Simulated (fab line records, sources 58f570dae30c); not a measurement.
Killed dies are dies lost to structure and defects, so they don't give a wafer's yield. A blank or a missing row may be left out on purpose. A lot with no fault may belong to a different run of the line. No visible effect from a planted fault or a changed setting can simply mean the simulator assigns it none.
fab line records / flow berkeley_cmos170
[record] lots = 13 wafers = 39 last_day = 12
route steps=331 shown CONTACT@228
lots that met no fault: from a run of the same line without faults
start_h: hours from the record's first day to the start of the lot's first wafer shown / wait_h: hours since the lot's step before / " as in the row above / L1.1+2: a single row standing in for several wafers / - value missing, or start not given / * or withheld: withheld / < > ~ a bound
route shown NAME@n: a module of which the file shows steps, and the number in the route of the first / usual: average and standard deviation across the fault-free wafers / same: alike in all rows / chamber/n: place in a boat / sites: readings site by site / _std_site: how widely they spread, as a standard deviation / _edge_site: inner sites' mean taken away from outer sites' mean / radius_mm: how far each site lies from the wafer's centre / mask NAME#n: copy n / behind: tool/chamber where the wafer was last shaped / hold: what put the lot on hold/how long, in hours/how the hold closed / device: names the non-switching transistor (n, p or np) / end of line: the tests these same wafers got at the end of their route / a step without rows: its recipe alone / killed: not the wafer's yield, but the dies lost to structure and defects at the first sort / map: shows each die of a wafer: x if killed, . if not, _ if none is there
set.NAME: setting as actually run; set.NAME@STEP: the setting as run at that earlier step / model.NAME: the simulator's own value behind a step, which no gauge read
route steps across a sampled set of lots; one table per step, one row per wafer
services: when a tool's chamber went out of use (start_h, in hours from the record's first day, below 0 if earlier), for how many hours, and the reason
[[steps]]
[step UCB170_CONTACT_EXPOSE_12]
[recipe] mask_id = CONT target_cd_nm = 700 na = 0.5 sigma_outer = 0.6 source_shape = conventional dose_mj = 35
[usual] exposure_dose_mJ_cm2 = 35.04/0.034 stage_vel_mm_s = 500.02/0.26
lot.wafer=L571.2 tool=krf_scanner-01 chamber=0 start_h=166.01 wait_h=- mask=CONT#0 exposure_dose_mJ_cm2=35.04 stage_vel_mm_s=500.14
lot.wafer=L571.4 tool=krf_scanner-01 chamber=0 start_h=166.01 wait_h=- mask=CONT#0 exposure_dose_mJ_cm2=35.08 stage_vel_mm_s=500.30
lot.wafer=L571.5 tool=krf_scanner-01 chamber=0 start_h=166.01 wait_h=- mask=CONT#0 exposure_dose_mJ_cm2=35.05 stage_vel_mm_s=500.34
lot.wafer=L572.1 tool=krf_scanner-02 chamber=0 start_h=166.35 wait_h=- mask=CONT#0 exposure_dose_mJ_cm2=35.07 stage_vel_mm_s=499.95
lot.wafer=L572.2 tool=krf_scanner-02 chamber=0 start_h=166.35 wait_h=- mask=CONT#0 exposure_dose_mJ_cm2=35.02 stage_vel_mm_s=500.28
lot.wafer=L572.3 tool=krf_scanner-02 chamber=0 start_h=166.35 wait_h=- mask=CONT#0 exposure_dose_mJ_cm2=35.02 stage_vel_mm_s=500.57
lot.wafer=L576.1 tool=krf_scanner-01 chamber=0 start_h=179.43 wait_h=- mask=CONT_R1#0 exposure_dose_mJ_cm2=35.03 stage_vel_mm_s=499.77
lot.wafer=L576.5 tool=krf_scanner-01 chamber=0 start_h=179.43 wait_h=- mask=CONT_R1#0 exposure_dose_mJ_cm2=35.04 stage_vel_mm_s=499.73
lot.wafer=L576.6 tool=krf_scanner-01 chamber=0 start_h=179.43 wait_h=- mask=CONT_R1#0 exposure_dose_mJ_cm2=34.98 stage_vel_mm_s=499.85
lot.wafer=L582.1 tool=krf_scanner-01 chamber=0 start_h=222.07 wait_h=- mask=CONT#0 exposure_dose_mJ_cm2=35.02 stage_vel_mm_s=500.21
lot.wafer=L582.3 tool=krf_scanner-01 chamber=0 start_h=222.07 wait_h=- mask=CONT#0 exposure_dose_mJ_cm2=35.04 stage_vel_mm_s=500.02
lot.wafer=L582.5 tool=krf_scanner-01 chamber=0 start_h=222.07 wait_h=- mask=CONT#0 exposure_dose_mJ_cm2=35.02 stage_vel_mm_s=499.75
lot.wafer=L584.1 tool=krf_scanner-02 chamber=0 start_h=222.33 wait_h=- mask=CONT#0 exposure_dose_mJ_cm2=35.08 stage_vel_mm_s=499.86
lot.wafer=L584.4 tool=krf_scanner-02 chamber=0 start_h=222.33 wait_h=- mask=CONT#0 exposure_dose_mJ_cm2=35.06 stage_vel_mm_s=499.67
lot.wafer=L584.5 tool=krf_scanner-02 chamber=0 start_h=222.33 wait_h=- mask=CONT#0 exposure_dose_mJ_cm2=35.09 stage_vel_mm_s=500.09
lot.wafer=L585.1 tool=krf_scanner-01 chamber=0 start_h=222.57 wait_h=- mask=CONT#0 exposure_dose_mJ_cm2=34.99 stage_vel_mm_s=500.58
lot.wafer=L585.3 tool=krf_scanner-01 chamber=0 start_h=222.57 wait_h=- mask=CONT#0 exposure_dose_mJ_cm2=35.01 stage_vel_mm_s=500.26
lot.wafer=L585.4 tool=krf_scanner-01 chamber=0 start_h=222.57 wait_h=- mask=CONT#0 exposure_dose_mJ_cm2=35.00 stage_vel_mm_s=500.33
lot.wafer=L586.3 tool=krf_scanner-01 chamber=0 start_h=233.58 wait_h=- mask=CONT#0 exposure_dose_mJ_cm2=35.03 stage_vel_mm_s=500.22
lot.wafer=L586.4 tool=krf_scanner-01 chamber=0 start_h=233.58 wait_h=- mask=CONT#0 exposure_dose_mJ_cm2=35.04 stage_vel_mm_s=499.82
lot.wafer=L586.5 tool=krf_scanner-01 chamber=0 start_h=233.58 wait_h=- mask=CONT#0 exposure_dose_mJ_cm2=35.03 stage_vel_mm_s=500.32
lot.wafer=L587.3 tool=krf_scanner-01 chamber=0 start_h=240.26 wait_h=- mask=CONT#0 exposure_dose_mJ_cm2=35.08 stage_vel_mm_s=499.95
lot.wafer=L587.5 tool=krf_scanner-01 chamber=0 start_h=240.26 wait_h=- mask=CONT#0 exposure_dose_mJ_cm2=35.02 stage_vel_mm_s=499.90
lot.wafer=L587.6 tool=krf_scanner-01 chamber=0 start_h=240.26 wait_h=- mask=CONT#0 exposure_dose_mJ_cm2=35.06 stage_vel_mm_s=499.86
lot.wafer=L588.1 tool=krf_scanner-01 chamber=0 start_h=245.85 wait_h=- mask=CONT#0 exposure_dose_mJ_cm2=35.09 stage_vel_mm_s=499.81
lot.wafer=L588.4 tool=krf_scanner-01 chamber=0 start_h=245.85 wait_h=- mask=CONT#0 exposure_dose_mJ_cm2=35.08 stage_vel_mm_s=499.93
lot.wafer=L588.5 tool=krf_scanner-01 chamber=0 start_h=245.85 wait_h=- mask=CONT#0 exposure_dose_mJ_cm2=35.08 stage_vel_mm_s=499.92
lot.wafer=L589.1 tool=krf_scanner-01 chamber=0 start_h=246.23 wait_h=- mask=CONT#0 exposure_dose_mJ_cm2=35.09 stage_vel_mm_s=499.78
lot.wafer=L589.4 tool=krf_scanner-01 chamber=0 start_h=246.23 wait_h=- mask=CONT#0 exposure_dose_mJ_cm2=35.06 stage_vel_mm_s=500.20
lot.wafer=L589.5 tool=krf_scanner-01 chamber=0 start_h=246.23 wait_h=- mask=CONT#0 exposure_dose_mJ_cm2=35.09 stage_vel_mm_s=499.77
lot.wafer=L592.2 tool=krf_scanner-02 chamber=0 start_h=264.09 wait_h=- mask=CONT#0 exposure_dose_mJ_cm2=35.03 stage_vel_mm_s=499.96
lot.wafer=L592.4 tool=krf_scanner-02 chamber=0 start_h=264.09 wait_h=- mask=CONT#0 exposure_dose_mJ_cm2=34.97 stage_vel_mm_s=499.74
lot.wafer=L592.5 tool=krf_scanner-02 chamber=0 start_h=264.09 wait_h=- mask=CONT#0 exposure_dose_mJ_cm2=35.02 stage_vel_mm_s=499.93
lot.wafer=L591.3 tool=krf_scanner-01 chamber=0 start_h=264.50 wait_h=- mask=CONT#0 exposure_dose_mJ_cm2=35.07 stage_vel_mm_s=499.93
lot.wafer=L591.4 tool=krf_scanner-01 chamber=0 start_h=264.50 wait_h=- mask=CONT#0 exposure_dose_mJ_cm2=35.04 stage_vel_mm_s=500.11
lot.wafer=L591.6 tool=krf_scanner-01 chamber=0 start_h=264.50 wait_h=- mask=CONT#0 exposure_dose_mJ_cm2=35.11 stage_vel_mm_s=500.19
lot.wafer=L590.2 tool=krf_scanner-01 chamber=0 start_h=266.33 wait_h=- mask=CONT#0 exposure_dose_mJ_cm2=35.06 stage_vel_mm_s=499.76
lot.wafer=L590.3 tool=krf_scanner-01 chamber=0 start_h=266.33 wait_h=- mask=CONT#0 exposure_dose_mJ_cm2=35.07 stage_vel_mm_s=499.64
lot.wafer=L590.4 tool=krf_scanner-01 chamber=0 start_h=266.33 wait_h=- mask=CONT#0 exposure_dose_mJ_cm2=35.08 stage_vel_mm_s=499.48
[step UCB170_CONTACT_CD_MEAS_15]
[recipe] target_cd_nm = 700
[usual] cd_nm = 699.9/1.5
lot.wafer=L571.2 tool=cd_sem-02 chamber=- start_h=166.44 wait_h=- cd_nm=698.0
lot.wafer=L571.4 tool=cd_sem-02 chamber=- start_h=166.44 wait_h=- cd_nm=698.2
lot.wafer=L571.5 tool=cd_sem-02 chamber=- start_h=166.44 wait_h=- cd_nm=700.7
lot.wafer=L572.1 tool=cd_sem-02 chamber=- start_h=166.74 wait_h=- cd_nm=701.4
lot.wafer=L572.2 tool=cd_sem-02 chamber=- start_h=166.74 wait_h=- cd_nm=701.8
lot.wafer=L572.3 tool=cd_sem-02 chamber=- start_h=166.74 wait_h=- cd_nm=701.5
lot.wafer=L576.1 tool=cd_sem-02 chamber=- start_h=179.89 wait_h=- cd_nm=747.4
lot.wafer=L576.5 tool=cd_sem-02 chamber=- start_h=179.89 wait_h=- cd_nm=747.7
lot.wafer=L576.6 tool=cd_sem-02 chamber=- start_h=179.89 wait_h=- cd_nm=746.3
lot.wafer=L582.1 tool=cd_sem-01 chamber=- start_h=222.50 wait_h=- cd_nm=700.3
lot.wafer=L582.3 tool=cd_sem-01 chamber=- start_h=222.50 wait_h=- cd_nm=701.3
lot.wafer=L582.5 tool=cd_sem-01 chamber=- start_h=222.50 wait_h=- cd_nm=701.3
lot.wafer=L584.1 tool=cd_sem-02 chamber=- start_h=223.22 wait_h=- cd_nm=700.3
lot.wafer=L584.4 tool=cd_sem-02 chamber=- start_h=223.22 wait_h=- cd_nm=700.9
lot.wafer=L584.5 tool=cd_sem-02 chamber=- start_h=223.22 wait_h=- cd_nm=700.4
lot.wafer=L585.1 tool=cd_sem-02 chamber=- start_h=223.38 wait_h=- cd_nm=700.3
lot.wafer=L585.3 tool=cd_sem-02 chamber=- start_h=223.38 wait_h=- cd_nm=701.1
lot.wafer=L585.4 tool=cd_sem-02 chamber=- start_h=223.38 wait_h=- cd_nm=701.4
lot.wafer=L586.3 tool=cd_sem-02 chamber=- start_h=234.13 wait_h=- cd_nm=701.1
lot.wafer=L586.4 tool=cd_sem-02 chamber=- start_h=234.13 wait_h=- cd_nm=700.3
lot.wafer=L586.5 tool=cd_sem-02 chamber=- start_h=234.13 wait_h=- cd_nm=701.0
lot.wafer=L587.3 tool=cd_sem-02 chamber=- start_h=240.66 wait_h=- cd_nm=699.8
lot.wafer=L587.5 tool=cd_sem-02 chamber=- start_h=240.66 wait_h=- cd_nm=700.0
lot.wafer=L587.6 tool=cd_sem-02 chamber=- start_h=240.66 wait_h=- cd_nm=699.3
lot.wafer=L588.1 tool=cd_sem-01 chamber=- start_h=246.78 wait_h=- cd_nm=700.0
lot.wafer=L588.4 tool=cd_sem-01 chamber=- start_h=246.78 wait_h=- cd_nm=698.4
lot.wafer=L588.5 tool=cd_sem-01 chamber=- start_h=246.78 wait_h=- cd_nm=699.1
lot.wafer=L589.1 tool=cd_sem-01 chamber=- start_h=247.06 wait_h=- cd_nm=700.0
lot.wafer=L589.4 tool=cd_sem-01 chamber=- start_h=247.06 wait_h=- cd_nm=701.0
lot.wafer=L589.5 tool=cd_sem-01 chamber=- start_h=247.06 wait_h=- cd_nm=701.5
lot.wafer=L592.2 tool=cd_sem-01 chamber=- start_h=264.63 wait_h=- cd_nm=697.4
lot.wafer=L592.4 tool=cd_sem-01 chamber=- start_h=264.63 wait_h=- cd_nm=698.1
lot.wafer=L592.5 tool=cd_sem-01 chamber=- start_h=264.63 wait_h=- cd_nm=699.4
lot.wafer=L591.3 tool=cd_sem-01 chamber=- start_h=265.19 wait_h=- cd_nm=699.6
lot.wafer=L591.4 tool=cd_sem-01 chamber=- start_h=265.19 wait_h=- cd_nm=700.3
lot.wafer=L591.6 tool=cd_sem-01 chamber=- start_h=265.19 wait_h=- cd_nm=701.4
lot.wafer=L590.2 tool=cd_sem-01 chamber=- start_h=266.99 wait_h=- cd_nm=702.3
lot.wafer=L590.3 tool=cd_sem-01 chamber=- start_h=266.99 wait_h=- cd_nm=701.0
lot.wafer=L590.4 tool=cd_sem-01 chamber=- start_h=266.99 wait_h=- cd_nm=701.5
[[services]]
tool=krf_scanner-02 chamber=- start_h=159.35 hours=1.3 kind=pm
tool=krf_scanner-02 chamber=- start_h=203.73 hours=0.8 kind=pm
tool=krf_scanner-02 chamber=- start_h=219.97 hours=0.8 kind=pm
tool=krf_scanner-01 chamber=- start_h=261.34 hours=1.0 kind=pm
tool=krf_scanner-02 chamber=- start_h=262.34 hours=1.0 kind=pm
[[key]]
[first_sign] step = UCB170_CONTACT_EXPOSE_12 reading = mask direction = changed
[effect] step = UCB170_CONTACT_CD_MEAS_15 reading = cd_nm direction = up sigmas = 32 usual = 699.9 struck = 747.1
met_at UCB170_CONTACT_EXPOSE_12
struck_lots L576
tester_left_out L576
onset_between 166.01 179.43
[earlier_fault] kind = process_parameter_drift tool = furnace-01 chamber = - onset_h = 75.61 steps = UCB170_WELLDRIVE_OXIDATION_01 channel = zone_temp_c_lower offset = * shape = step end_h = 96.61
[fault] kind = wrong_mask tool = any chamber = - onset_h = 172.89 steps = UCB170_CONTACT_EXPOSE_12 aux_copy = CONT_R1#0 cd_offset_nm = 49 scope = struck_lots_only
// tester_left_out: of these lots the tester's yield and bins aren't shown, on N5 and GAA mostly nor the transistor test; their killed dies are dies lost to structure and defects alone, not to doping, threshold or leakage, so they don't give the yield
